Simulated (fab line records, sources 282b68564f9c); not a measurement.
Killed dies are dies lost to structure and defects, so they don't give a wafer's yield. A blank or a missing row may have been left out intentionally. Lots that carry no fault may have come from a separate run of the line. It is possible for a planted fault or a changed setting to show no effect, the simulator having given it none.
The tool behind it: which one? ; flow rit-cmos ; 15 lots with 45 wafers sampled at 3 steps, on a route of 202 steps

WHAT THE GAUGES READ, wafer by wafer
RIT_NSD_TW_MEAS_10. Usual: NSD_TW typically reads 3123, with standard deviation 21.
lot;measured;on;NSD_TW;flag
L125;day 3 07:35;film-metro-03;3093 3112 3102;
L126;day 3 08:40;film-metro-03;3123 3107 3115;
L127;day 3 21:14;film-metro-03;3121 3119 3118;
L129;day 4 07:26;film-metro-03;3133 3136 3129;
L130;day 4 13:30;film-metro-03;3124 3115 3150;
L131;day 4 20:26;film-metro-01;3161 3139 3156;
L133;day 4 22:25;film-metro-03;3132 3136 3124;
L132;day 4 22:56;film-metro-03;3134 3131 3126;
L135;day 5 07:44;film-metro-04;3097 3107 3095;
L136;day 5 14:14;film-metro-01;2866 2864 2854;OFF
L137;day 5 16:22;film-metro-03;2839 2834 2799;OFF
L141;day 6 10:41;film-metro-04;2823 2852 2826;OFF
L144;day 7 09:12;film-metro-03;3106 3084 3082;
L146;day 7 12:41;film-metro-03;3101 3107 3111;
L148;day 8 03:52;film-metro-01;3151 3146 3164;

RIT_SDANNEAL_RS_MEAS_05: measures by four-point-probe. Usual: NSD_RS typically reads 85.16 ohm/sq, with standard deviation 0.29.
lot;measured;on;NSD_RS (ohm/sq);flag
L125;day 3 09:47;film-metro-04;85.16 85.08 85.41;
L126;day 3 10:50;film-metro-01;85.47 85.36 85.41;
L127;day 3 23:25;film-metro-04;84.54 85.00 84.77;
L129;day 4 09:38;film-metro-01;85.25 85.72 85.37;
L130;day 4 15:40;film-metro-03;84.58 85.02 84.91;
L131;day 4 22:39;film-metro-04;85.09 85.32 85.11;
L133;day 5 00:26;film-metro-04;85.26 85.12 85.32;
L132;day 5 00:58;film-metro-03;84.66 85.30 84.93;
L135;day 5 09:56;film-metro-04;85.49 85.36 85.76;
L136;day 5 16:24;film-metro-01;88.14 88.40 87.82;OFF
L137;day 5 18:33;film-metro-01;87.88 88.16 88.15;OFF
L141;day 6 12:59;film-metro-01;88.52 88.43 88.57;OFF
L144;day 7 11:27;film-metro-01;85.35 85.12 85.11;
L146;day 7 14:52;film-metro-01;84.58 84.34 84.68;
L148;day 8 06:08;film-metro-01;84.99 85.34 85.15;

EACH LOT AND THE TOOL THAT RAN IT (in order: tool; ch and the chambers of the sampled wafers; start)
lot;RIT_NSD_IMPLANT_08
L125;implanter-03 ch 0, day 3 07:17
L126;implanter-01 ch 0, day 3 08:20
L127;implanter-01 ch 0, day 3 20:55
L129;implanter-03 ch 0, day 4 07:07
L130;implanter-03 ch 0, day 4 13:11
L131;implanter-03 ch 0, day 4 20:08
L133;implanter-01 ch 0, day 4 22:05
L132;implanter-03 ch 0, day 4 22:36
L135;implanter-03 ch 0, day 5 07:27
L136;implanter-03 ch 0, day 5 13:55
L137;implanter-03 ch 0, day 5 16:04
L141;implanter-03 ch 0, day 6 10:23
L144;implanter-01 ch 0, day 7 08:52
L146;implanter-02 ch 0, day 7 12:22
L148;implanter-01 ch 0, day 8 03:34
- RIT_NSD_IMPLANT_08

WHAT THE TOOLS THEMSELVES READ (means of the sampled wafers that have a number; where no wafer has one, the mark that the record gives instead)
RIT_NSD_IMPLANT_08. Usual: beam-energy-keV 24.999, standard deviation 0.0077; tilt-deg 6.996 degrees, standard deviation 0.017.
lot;tool;beam-energy-keV;tilt-deg (degrees);flag
L125;implanter-03;24.999;7.001;
L126;implanter-01;25.002;7.026;
L127;implanter-01;24.996;6.995;
L129;implanter-03;25.010;6.993;
L130;implanter-03;25.005;6.978;
L131;implanter-03;25.009;6.993;
L133;implanter-01;24.994;7.005;
L132;implanter-03;24.991;7.016;
L135;implanter-03;24.994;6.988;
L136;implanter-03;17.495;7.004;OFF
L137;implanter-03;17.490;6.996;OFF
L141;implanter-03;17.501;7.000;OFF
L144;implanter-01;25.001;7.003;
L146;implanter-02;24.996;6.991;
L148;implanter-01;25.004;7.000;

THE ANSWER, worked out from the rows above alone
Rule: a lot is off if the mean of its wafers that have a number lies more than 3 standard deviations from the usual mean. A lot without any number at a reading at which 4 lots or more have one is off too. The other lots that the step has rows for count as sound. First the gauges in route order, then the tools' own readings, where a lot's mean is used as printed above. At the first step where some lot is off, the reading lying furthest off is the one used; lots without a number count as furthest.
Off: L136, L137, L141, at RIT_NSD_TW_MEAS_10 (NSD_TW).
A tool fits if, at a process step before that reading, it ran every lot that is off, and no sound lot after the first of them. The gauges at RIT_NSD_TW_MEAS_10 aren't tried: what is off there is off at RIT_NSD_IMPLANT_08 too, on other tools, and a gauge's error can't cause that. One candidate fits, namely implanter-03 at RIT_NSD_IMPLANT_08. Its last sound lot is L135 (day 5 07:27), its first lot that is off L136 (day 5 13:55): a fault that began between those two fits.
The tool's own readings at RIT_NSD_IMPLANT_08 bear it out: on the lots that are off they differ by more than 5 times the standard deviation of the sound lots' means. beam-energy-keV reads 17.495 there against 25.000 on the sound lots.

WHAT THE SIMULATOR HAD INSERTED
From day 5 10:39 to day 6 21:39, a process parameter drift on implanter-03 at RIT_NSD_IMPLANT_08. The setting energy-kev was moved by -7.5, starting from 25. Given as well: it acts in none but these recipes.
Lots struck among those shown: L136, L137, L141. Same finding as the rule above.
